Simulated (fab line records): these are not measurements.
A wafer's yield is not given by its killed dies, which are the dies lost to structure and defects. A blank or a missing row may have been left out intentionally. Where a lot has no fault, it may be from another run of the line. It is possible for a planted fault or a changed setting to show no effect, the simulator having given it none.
fab line records	flow berkeley-cmos170
record: lots: 14	wafers: 42	last-day: 13
route steps=331 shown SACOX@99 NLDD@167 M1@239 M3@325
lots untouched by any fault: they come from a run of this same line in which no faults occurred
start-h: the number of hours between the record's first day and the start of the first shown wafer of the lot	wait-h: time in hours since the lot's previous step	" unchanged from the row above	L1.1+2: a row that stands for several wafers	- no value, or no start was given	* or withheld: withheld	< > ~ a bound
route shown NAME@n: NAME is a module with steps in the file, n the number in the route of the first one	usual: mean and standard deviation over wafers with no fault	same: alike in all rows	chamber/n: place in a boat	sites: readings site by site	_std_site: their standard deviation	_edge_site: inner sites' mean taken away from outer sites' mean	radius-mm: how far each site lies from the wafer's centre	mask NAME#n: copy n	behind: the last tool/chamber to shape the wafer	hold: cause of the lot's hold/its duration in hours/its outcome	device: the n, p or np transistor that did not switch	end of line: tests run on the same wafers once the route is complete	a step with no rows: only its recipe	killed: count of dies lost to structure and defects at first sort (not the wafer's yield)	map: a wafer's dies, x killed, . not, _ none there
set.NAME: the setting the step ran with; set.NAME@STEP: the setting that earlier step ran with	model.NAME: the simulator's own value behind a step, which no gauge read
a sample of lots followed through the steps of the route, with each step as a table and each wafer as a row
services: when a tool's chamber went out of use (start-h, in hours from the record's first day, below 0 if earlier), for how many hours, and the reason
== steps ==
step: UCB170_SACOX_THK_MEAS_02
recipe: reads: SiO2_of_SACOX_OXIDATION_01
usual: SACOX_OXIDE_THK: 14.18/0.19
lot.wafer	tool	chamber	start-h	wait-h	SACOX_OXIDE_THK[nm]
L146.1	film-metro-01	-	122.86	0.0	14.03
L146.2	"	-	"	"	13.88
L146.3	"	-	"	"	14.24
L145.3	film-metro-04	-	122.87	0.0	14.44
L145.4	"	-	"	"	14.11
L145.6	"	-	"	"	14.17
L147.1	film-metro-04	-	139.45	0.0	13.98
L147.5	"	-	"	"	13.87
L147.6	"	-	"	"	13.70
L148.1	film-metro-01	-	139.45	0.0	14.57
L148.3	"	-	"	"	14.27
L148.5	"	-	"	"	14.30
L150.2	film-metro-04	-	146.93	0.0	14.14
L150.3	"	-	"	"	14.15
L150.5	"	-	"	"	14.27
L151.2	film-metro-04	-	155.65	0.0	13.88
L151.4	"	-	"	"	14.22
L151.6	"	-	"	"	14.07
L152.2	film-metro-01	-	155.65	0.0	13.88
L152.5	"	-	"	"	13.86
L152.6	"	-	"	"	13.94
L153.1	film-metro-01	-	165.05	0.0	14.35
L153.3	"	-	"	"	14.05
L153.4	"	-	"	"	14.23
L156.1	film-metro-04	-	186.51	0.1	14.28
L156.5	"	-	"	"	14.38
L156.6	"	-	"	"	14.25
L159.4	film-metro-03	-	186.54	0.1	14.10
L159.5	"	-	"	"	14.42
L159.6	"	-	"	"	14.55
L162.1	film-metro-01	-	206.45	0.0	14.04
L162.3	"	-	"	"	14.06
L162.5	"	-	"	"	14.20
L165.1	film-metro-01	-	227.45	0.0	14.44
L165.2	"	-	"	"	14.12
L165.5	"	-	"	"	14.01
L166.1	film-metro-03	-	235.62	0.0	13.99
L166.2	"	-	"	"	13.99
L166.3	"	-	"	"	13.82
L167.4	film-metro-03	-	235.71	0.1	14.26
L167.5	"	-	"	"	14.43
L167.6	"	-	"	"	14.46
step: UCB170_NLDD_IMPLANT_09
recipe: species: As	dose-cm2: 5e+13	energy-kev: 30	tilt-deg: 7	rotation-deg: 180
usual: dose-ions-cm2: 5.002e+13/5.1e+10	faraday-current-uA: 158.8/3
lot.wafer	tool	chamber	start-h	wait-h	dose-ions-cm2	faraday-current-uA
L145.3	implanter-04	0	166.32	0.1	5.001e+13	158.0
L145.4	"	0	"	"	5.002e+13	159.1
L145.6	"	0	"	"	5e+13	154.2
L146.1	implanter-02	0	166.68	0.1	5e+13	159.2
L146.2	"	0	"	"	5.001e+13	158.7
L146.3	"	0	"	"	4.999e+13	157.2
L147.1	implanter-04	0	178.66	0.1	5.011e+13	162.5
L147.5	"	0	"	"	4.998e+13	154.4
L147.6	"	0	"	"	4.998e+13	165.5
L150.2	implanter-04	0	179.23	0.1	4.995e+13	153.1
L150.3	"	0	"	"	4.995e+13	159.3
L150.5	"	0	"	"	4.997e+13	159.2
L148.1	implanter-04	0	179.51	0.1	5.007e+13	157.0
L148.3	"	0	"	"	4.997e+13	157.9
L148.5	"	0	"	"	4.999e+13	162.3
L152.2	implanter-04	0	191.23	0.1	5.004e+13	156.1
L152.5	"	0	"	"	5.004e+13	151.7
L152.6	"	0	"	"	5.009e+13	162.9
L151.2	implanter-01	0	192.03	0.1	5.006e+13	160.0
L151.4	"	0	"	"	5.001e+13	154.9
L151.6	"	0	"	"	5.012e+13	157.9
L153.1	implanter-01	0	206.14	0.1	5.005e+13	157.5
L153.3	"	0	"	"	5.004e+13	159.9
L153.4	"	0	"	"	5.001e+13	162.1
L156.1	implanter-04	0	222.48	0.1	5.001e+13	163.1
L156.5	"	0	"	"	5.004e+13	158.1
L156.6	"	0	"	"	5.001e+13	159.5
L159.4	implanter-04	0	224.21	0.1	4.404e+13	139.6
L159.5	"	0	"	"	4.396e+13	143.8
L159.6	"	0	"	"	4.396e+13	139.1
L162.1	implanter-04	0	247.91	0.1	4.404e+13	134.5
L162.3	"	0	"	"	4.411e+13	139.5
L162.5	"	0	"	"	4.41e+13	142.7
L165.1	implanter-02	0	262.14	0.1	4.995e+13	156.3
L165.2	"	0	"	"	5.002e+13	159.1
L165.5	"	0	"	"	5.011e+13	159.6
L167.4	implanter-01	0	271.79	0.1	4.996e+13	165.6
L167.5	"	0	"	"	4.995e+13	159.2
L167.6	"	0	"	"	5.001e+13	158.5
L166.1	implanter-02	0	272.21	0.1	4.99e+13	164.8
L166.2	"	0	"	"	4.995e+13	159.6
L166.3	"	0	"	"	4.996e+13	157.4
step: UCB170_SDANNEAL_RS_MEAS_05
recipe: thk-meas-gauge: four-point-probe
usual: NLDD_RS: 618.0/1.2
lot.wafer	tool	chamber	start-h	wait-h	NLDD_RS[ohm/sq]
L145.3	film-metro-02	-	183.01	0.1	618.4
L145.4	"	-	"	"	616.8
L145.6	"	-	"	"	617.9
L146.1	film-metro-03	-	183.16	0.1	619.4
L146.2	"	-	"	"	618.8
L146.3	"	-	"	"	618.2
L147.1	film-metro-02	-	193.20	0.1	617.2
L147.5	"	-	"	"	616.9
L147.6	"	-	"	"	616.7
L148.1	film-metro-03	-	193.20	0.1	619.3
L148.3	"	-	"	"	620.1
L148.5	"	-	"	"	616.2
L150.2	film-metro-04	-	193.46	0.1	619.3
L150.3	"	-	"	"	617.8
L150.5	"	-	"	"	617.7
L151.2	film-metro-03	-	204.64	0.1	620.2
L151.4	"	-	"	"	620.1
L151.6	"	-	"	"	620.4
L152.2	film-metro-04	-	204.99	0.1	618.6
L152.5	"	-	"	"	621.2
L152.6	"	-	"	"	618.5
L153.1	film-metro-02	-	220.19	0.1	617.9
L153.3	"	-	"	"	615.9
L153.4	"	-	"	"	617.6
L156.1	film-metro-02	-	233.89	0.1	619.0
L156.5	"	-	"	"	620.1
L156.6	"	-	"	"	618.2
L159.4	film-metro-02	-	234.91	0.1	643.9
L159.5	"	-	"	"	646.5
L159.6	"	-	"	"	645.4
L162.1	film-metro-03	-	260.24	0.1	643.4
L162.3	"	-	"	"	644.5
L162.5	"	-	"	"	643.5
L165.1	film-metro-04	-	272.69	0.1	619.3
L165.2	"	-	"	"	617.5
L165.5	"	-	"	"	618.8
L167.4	film-metro-02	-	284.87	0.1	617.0
L167.5	"	-	"	"	617.7
L167.6	"	-	"	"	617.9
L166.1	film-metro-04	-	286.17	0.1	618.6
L166.2	"	-	"	"	618.4
L166.3	"	-	"	"	615.3
step: UCB170_M1_RS_MEAS_01
recipe: thk-meas-gauge: four-point-probe	reads: Al_of_M1_SPUTTER_00
usual: M1_AL_RS: 0.0487/0.00065
lot.wafer	tool	chamber	start-h	wait-h	M1_AL_RS[ohm/sq]
L145.3	film-metro-03	-	189.59	0.1	0.0486
L145.4	"	-	"	"	0.0482
L145.6	"	-	"	"	0.0484
L146.1	film-metro-04	-	190.87	0.0	0.0497
L146.2	"	-	"	"	0.0494
L146.3	"	-	"	"	0.0499
L148.1	film-metro-04	-	200.19	0.0	0.0488
L148.3	"	-	"	"	0.0486
L148.5	"	-	"	"	0.0489
L147.1	film-metro-02	-	200.25	0.0	0.0481
L147.5	"	-	"	"	0.0488
L147.6	"	-	"	"	0.0484
L150.2	film-metro-02	-	203.99	0.1	0.0491
L150.3	"	-	"	"	0.0488
L150.5	"	-	"	"	0.0489
L151.2	film-metro-03	-	211.06	0.1	0.0490
L151.4	"	-	"	"	0.0483
L151.6	"	-	"	"	0.0488
L152.2	film-metro-04	-	211.36	0.1	0.0478
L152.5	"	-	"	"	0.0482
L152.6	"	-	"	"	0.0480
L153.1	film-metro-04	-	228.02	0.0	0.0491
L153.3	"	-	"	"	0.0496
L153.4	"	-	"	"	0.0486
L156.1	film-metro-02	-	239.60	0.0	0.0496
L156.5	"	-	"	"	0.0483
L156.6	"	-	"	"	0.0500
L159.4	film-metro-03	-	242.30	0.1	0.0502
L159.5	"	-	"	"	0.0501
L159.6	"	-	"	"	0.0494
L162.1	film-metro-02	-	265.97	0.0	0.0483
L162.3	"	-	"	"	0.0492
L162.5	"	-	"	"	0.0491
L165.1	film-metro-04	-	281.12	0.0	0.0474
L165.2	"	-	"	"	0.0480
L165.5	"	-	"	"	0.0497
L167.4	film-metro-03	-	290.13	0.1	0.0484
L167.5	"	-	"	"	0.0481
L167.6	"	-	"	"	0.0487
L166.1	film-metro-03	-	292.23	0.0	0.0497
L166.2	"	-	"	"	0.0473
L166.3	"	-	"	"	0.0485
step: UCB170_M3_OVL_MEAS_16
usual: M3_OVL: 3/5
lot.wafer	tool	chamber	start-h	wait-h	M3_OVL[nm]
L145.3	overlay-01	-	208.48	0.1	15
L145.4	"	-	"	"	14
L145.6	"	-	"	"	5
L146.1	overlay-02	-	210.28	0.1	2
L146.2	"	-	"	"	7
L146.3	"	-	"	"	4
L148.1	overlay-02	-	216.10	0.1	4
L148.3	"	-	"	"	3
L148.5	"	-	"	"	2
L147.1	overlay-02	-	218.33	0.1	2
L147.5	"	-	"	"	-2
L147.6	"	-	"	"	-1
L150.2	overlay-01	-	219.18	0.1	4
L150.3	"	-	"	"	5
L150.5	"	-	"	"	5
L151.2	overlay-01	-	228.00	0.1	9
L151.4	"	-	"	"	0
L151.6	"	-	"	"	6
L152.2	overlay-01	-	228.40	0.1	-4
L152.5	"	-	"	"	0
L152.6	"	-	"	"	-4
L153.1	overlay-01	-	241.75	0.1	8
L153.3	"	-	"	"	7
L153.4	"	-	"	"	2
L156.1	overlay-01	-	254.13	0.1	6
L156.5	"	-	"	"	11
L156.6	"	-	"	"	7
L159.4	overlay-01	-	257.72	0.1	3
L159.5	"	-	"	"	7
L159.6	"	-	"	"	8
L162.1	overlay-02	-	279.93	0.1	13
L162.3	"	-	"	"	15
L162.5	"	-	"	"	15
L165.1	overlay-02	-	300.48	0.1	7
L165.2	"	-	"	"	3
L165.5	"	-	"	"	7
L167.4	overlay-02	-	307.03	0.1	3
L167.5	"	-	"	"	-2
L167.6	"	-	"	"	-2
L166.1	overlay-02	-	308.10	0.1	-2
L166.2	"	-	"	"	0
L166.3	"	-	"	"	7
== services ==
tool	chamber	start-h	hours	kind
implanter-01	-	142.82	1.2	repair
implanter-01	-	162.12	8.3	pm
implanter-01	-	239.45	3.5	pm
implanter-04	-	254.44	2.7	pm
== key ==
first-sign: step: UCB170_NLDD_IMPLANT_09	reading: dose-ions-cm2	direction: down	sigmas: 99+	usual: 5.002e+13	struck: 4.403e+13
effect: step: UCB170_NLDD_IMPLANT_09	reading: faraday-current-uA	direction: down	sigmas: 6.3	usual: 158.8	struck: 139.9
effect: step: UCB170_SDANNEAL_RS_MEAS_05	reading: NLDD_RS	direction: up	sigmas: 22	usual: 618.0	struck: 644.5
met-at UCB170_NLDD_IMPLANT_09
struck-lots L159,L162
sort-left-out L162.1,L162.3,L162.5
tester-left-out L159,L162
not-acting-at UCB170_SACOX_THK_MEAS_02,UCB170_M1_RS_MEAS_01,UCB170_M3_OVL_MEAS_16
onset-between 222.48 224.21
fault: kind: process-parameter-drift	tool: implanter-04	chamber: -	onset-h: 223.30	steps: UCB170_NLDD_IMPLANT_09	channel: dose-cm2	offset: -6e+12	shape: step	end-h: 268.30	acts-in: these-recipes-only	stated: 5e+13
tester-left-out: of these lots the tester's yield and bins aren't shown, on N5 and GAA mostly nor the transistor test; their killed dies are dies lost to structure and defects alone, not to doping, threshold or leakage, so they don't give the yield
sort-left-out: the simulated sort isn't trusted on such a fault, so these wafers' sort isn't shown, and their yield isn't known
